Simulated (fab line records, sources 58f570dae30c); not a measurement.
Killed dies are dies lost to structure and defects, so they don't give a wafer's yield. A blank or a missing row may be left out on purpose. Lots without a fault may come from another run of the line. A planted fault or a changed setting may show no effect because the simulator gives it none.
Problem report in the 8D (eight disciplines) form, filled by code | flow berkeley_cmos170 | the parts of the form that need people (team, actions taken, sign-off) are left out

1. THE PROBLEM
M2_AL_RS at UCB170_M2_RS_MEAS_02 reads a mean of 0.0246 ohm/sq on 2 wafers of 2 lots; wafers without a fault read 0.0319 ohm/sq with a standard deviation of 0.00036. That is -20 standard deviations from the usual mean.
The step: measures by four-point-probe.
First seen on wafer L102.2, day 10 15:58, on film_metro-03. The record holds 42 wafers of 14 lots with a number at this step. Rule for "out", or "out of limits": more than 4 standard deviations from the usual mean. The other wafers with a number count as sound.

2. WHAT IT IS AND WHAT IT IS NOT
question                    | is                | is not
which readings at this step | M2_AL_RS          | -
which lots                  | L102, L104        | L100, L101, L986, L987, L988, L989, L991, L992, L994, L995, L998, L999
which wafers of those lots  | L102.2, L104.2    | L102.3, L102.6, L104.1, L104.4
read on which gauges        | film_metro-03     | film_metro-01, film_metro-04
when                        | from day 10 15:58 | up to then (35 sound wafers); but 5 sound wafers of L101, L104 came after

3. SUSPECTS, AND WHAT RULES EACH OUT
Counting: a tool at a process step up to the reading stays a suspect if it ran every lot that is out. Sound lots after the first of them don't rule it out here, since some wafers of a struck lot are sound.
- the gauge at UCB170_M2_RS_MEAS_02: ruled out. All the wafers that are out were read on film_metro-03, but those of them that UCB170_M2_SPUTTER_01 has rows for are out there too, on other tools.
- pvd_sputter-03 at UCB170_M2_SPUTTER_01 (material Al, target thk 900 nm, time 120 s): kept. It ran every lot that is out, first L102 (day 10 15:52); its last sound lot up to then is L999 (day 10 04:55). Its own readings are out on those wafers: cathode_dc_power_W.
Left after counting: pvd_sputter-03 at UCB170_M2_SPUTTER_01.

4. THE CAUSE (what the simulator had put in)
Process parameter drift: pvd_sputter-03, from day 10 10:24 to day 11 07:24, at UCB170_M2_SPUTTER_01. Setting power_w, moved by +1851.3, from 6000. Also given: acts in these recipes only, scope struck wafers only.
Counting left only this tool.

5. THE CHAIN OF EFFECTS, in route order
Each row: a reading whose mean over the struck wafers that have a number lies more than 3 standard deviations from the usual. Only readings for which the record gives a usual standard deviation are gone through. hours: the time from each lot's start at the first step in this table that gives one to its start at this step, as a median over the lots. sigmas: the change in usual standard deviations.
hours | step                    | reading            | usual         | on struck wafers | change  | sigmas
0     | UCB170_M2_SPUTTER_01    | cathode_dc_power_W | 5999.9 W      | 7851.6           | +1851.7 | +99 or more
0     | UCB170_M2_RS_MEAS_02    | M2_AL_RS           | 0.0319 ohm/sq | 0.0246           | -0.0073 | -20
0     | UCB170_M2_THK_MEAS_03   | M2_AL_THK          | 903 nm        | 1167             | +264    | +24
2     | UCB170_M2_METAL_ETCH_18 | oes_product_au     | 0.860 a.u.    | 0.984            | +0.124  | +13
The process steps in it:
- UCB170_M2_SPUTTER_01: material Al, target thk 900 nm, time 120 s.
- UCB170_M2_METAL_ETCH_18: etches Al in Cl2/BCl3, stops on SiO2, target depth 1170 nm, time 195 s.

6. WHAT WOULD HAVE CAUGHT IT SOONER
In this record the first reading out of limits at a measuring or inspecting step was taken at day 10 15:58, 6 hours after the fault began at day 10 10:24.
The tool's own readings at UCB170_M2_SPUTTER_01 were out on every struck wafer that the step has a row for (cathode_dc_power_W): an alarm limit on them would have fired on the first of those.
Of the lots that are out (2), L104 began UCB170_M2_SPUTTER_01 on pvd_sputter-03 after day 10 15:58. A hold on the tool at that time would have spared it.
